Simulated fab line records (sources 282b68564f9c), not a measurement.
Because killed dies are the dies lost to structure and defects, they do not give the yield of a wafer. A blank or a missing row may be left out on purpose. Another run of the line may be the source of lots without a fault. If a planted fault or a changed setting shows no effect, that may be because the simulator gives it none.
Problem report, 8D (eight disciplines) form, completed by code | flow rit-cmos | the parts of the form that need people (team, actions taken, sign-off) are left out

1. WHAT WENT WRONG
Wafers without a fault read 34.56 W, standard deviation 0.052; heater-power-total-W at RIT_PSD_SOFTBAKE_02 reads a mean of 37.03 W on 6 wafers belonging to 2 lots. That puts it +47 standard deviations away from the usual mean.
The step: time 60 s.
First seen on wafer L246.1, day 7 04:15, on litho-track-01. At this step, 42 wafers from 14 lots have a number in the record. Rule for "out", or "out of limits": more than 4 standard deviations from the usual mean. The rest of the wafers with a number are treated as sound.

2. WHAT IT IS, AND WHAT IT ISN'T
question                    | is                                 | is not
which readings at this step | heater-power-total-W, plate-temp-C | chill-plate-temp-C, exhaust-pa
which lots                  | L246, L249                         | L230, L231, L232, L234, L235, L236, L237, L238, L239, L244, L251, L253
which wafers of those lots  | all that have a number             | -
read on which tools         | litho-track-01                     | litho-track-02, litho-track-03
when                        | from day 7 04:15                   | up to then (30 sound wafers); but 6 sound wafers of L251, L253 came after

3. SUSPECTS, AND WHAT RULES EACH OUT
Counting: a tool at a process step up to the reading stays a suspect if it ran every lot that is out and no sound lot after the first of them.
- litho-track-01 at RIT_PSD_SOFTBAKE_02 (time 60 s): kept. All lots that are out passed through it, beginning with L246 at day 7 04:15, and no sound lot followed; its final sound lot before that point was L239 at day 5 03:40. Out on those wafers are its own readings of heater-power-total-W, plate-temp-C.
Remaining after the count: litho-track-01 at RIT_PSD_SOFTBAKE_02.

4. THE CAUSE (what the simulator had put in)
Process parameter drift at RIT_PSD_SOFTBAKE_02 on litho-track-01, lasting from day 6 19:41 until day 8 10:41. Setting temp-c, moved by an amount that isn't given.
This tool alone remained once counting was done.

5. THE CHAIN OF EFFECTS, in route order
Each row: a reading where the mean over the struck wafers with a number is more than 3 standard deviations away from the usual. Only readings whose record carries a usual standard deviation are examined. hours: median over the lots of the time between each lot's start at the first step of this table that gives one and its start at this step. sigmas: the change, counted in usual standard deviations.
hours | step                | reading              | usual   | on struck wafers | change | sigmas
0     | RIT_PSD_SOFTBAKE_02 | heater-power-total-W | 34.56 W | 37.03            | +2.47  | +47
0     | RIT_PSD_SOFTBAKE_02 | plate-temp-C         | 90.01 C | 94.64            | +4.63  | +36
The process steps in it:
- RIT_PSD_SOFTBAKE_02: time 60 s.

6. WHAT WOULD HAVE CAUGHT IT SOONER
9 hours passed between the start of the fault at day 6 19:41 and the first reading out of limits in this record, taken at day 7 04:15.
